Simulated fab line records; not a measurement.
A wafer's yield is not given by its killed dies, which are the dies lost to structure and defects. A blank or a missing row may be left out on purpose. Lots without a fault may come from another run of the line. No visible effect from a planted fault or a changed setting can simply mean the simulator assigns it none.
A lot that was struck, set against a sound lot || flow berkeley cmos170 || 15 out of 331 route steps
Sound: these wafers, L328.1, L328.4, L328.5. Struck: wafers L335.2, L335.3, L335.4. The cause comes at the end.
For every step that has rows: the tool of each side, followed by ch and its chambers, followed by its first start. Under that, the readings that differ: sound wafers || struck wafers || difference of the means || sigmas: that difference in standard deviations of wafers without a fault.
alike: same words and numbers on both sides, and readings whose means sit less than 2 such deviations apart. not compared: any withheld reading, any reading some wafer has no value for, any bound like >300 that may hide the same value, and any number with overlapping values for which the record gives no deviation.
A row with sigmas, a row that says differs or no value, or rows on one side alone: a step with any of these is where the two part. When numbers do not overlap yet have no deviation, they are printed without sigmas and do not part them. A reading that every wafer of one side lacks parts them only if that side has two wafers or more.

UCB170_GATE_STRIP_16: strips in O2.
  sound on plasma asher-03 ch 0,1, day 8 23:19; struck on plasma asher-02 ch 0,1, day 10 11:03
  alike: drypump motor current A, oes product au
  not compared: rf hours counter h
UCB170_GATE_CD_MEAS_90: target cd 350 nm.
  sound on cd sem-01 at day 8 23:25; struck on cd sem-01 at day 10 11:10
  alike: cd nm
then, 7 steps without rows for these wafers: UCB170_GATE_CLEAN_17 (cleans in SPM, time 600 s); UCB170_PLDD_HMDS_00 (prime time 60 s); UCB170_PLDD_COAT_01 (resist thk 900 nm); UCB170_PLDD_SOFTBAKE_02 (time 60 s); UCB170_PLDD_EXPOSE_03 (exposes mask PSELECT, target cd 1200 nm); UCB170_PLDD_PEB_04; UCB170_PLDD_DEVELOP_05 (develop time 45 s).
UCB170_PLDD_CD_MEAS_06: target cd 1200 nm.
  sound on cd sem-01 at day 9 00:50; struck on cd sem-01 at day 10 15:04
  alike: cd nm
UCB170_PLDD_OVL_MEAS_07:
  sound on overlay-02 at day 9 00:57; struck on overlay-02 at day 10 15:10
  alike: PLDD_OVL
after that, 1 step had no rows for these wafers: UCB170_PLDD_IMPLANT_08.
UCB170_PLDD_IMPLANT_09:
  sound on implanter-03 ch 0, day 9 01:08; struck on implanter-03 ch 0, day 10 15:23
{"reading": "beam energy keV", "sound": "9.9959 9.9990 9.9968", "struck": "9.7819 9.7866 9.7873", "difference": -0.2120, "sigmas": -79}
{"reading": "model.implant.drp nm (nm)", "sound": "6.005 6.005 6.005", "struck": "5.914 5.914 5.914", "difference": -0.091, "sigmas": ""}
UCB170_PLDD_STRIP_10: strips in O2.
  sound on plasma asher-03 ch 0,1, day 9 01:17; struck on plasma asher-03 ch 0,1, day 10 15:30
  alike: drypump motor current A, oes product au, strip time to endpoint s
  not compared: rf hours counter h
after that, 1 step had no rows for these wafers: UCB170_M3_PROBE_99.

## WHERE THEY PART
Only at UCB170_PLDD_IMPLANT_09, as far as this record shows. Later steps at which nothing parts them and some readings are alike: UCB170_PLDD_STRIP_10.

WHY: whatever the simulator had introduced
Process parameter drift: implanter-03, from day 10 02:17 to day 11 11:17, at UCB170_PLDD_IMPLANT_09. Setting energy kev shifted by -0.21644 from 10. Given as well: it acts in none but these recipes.
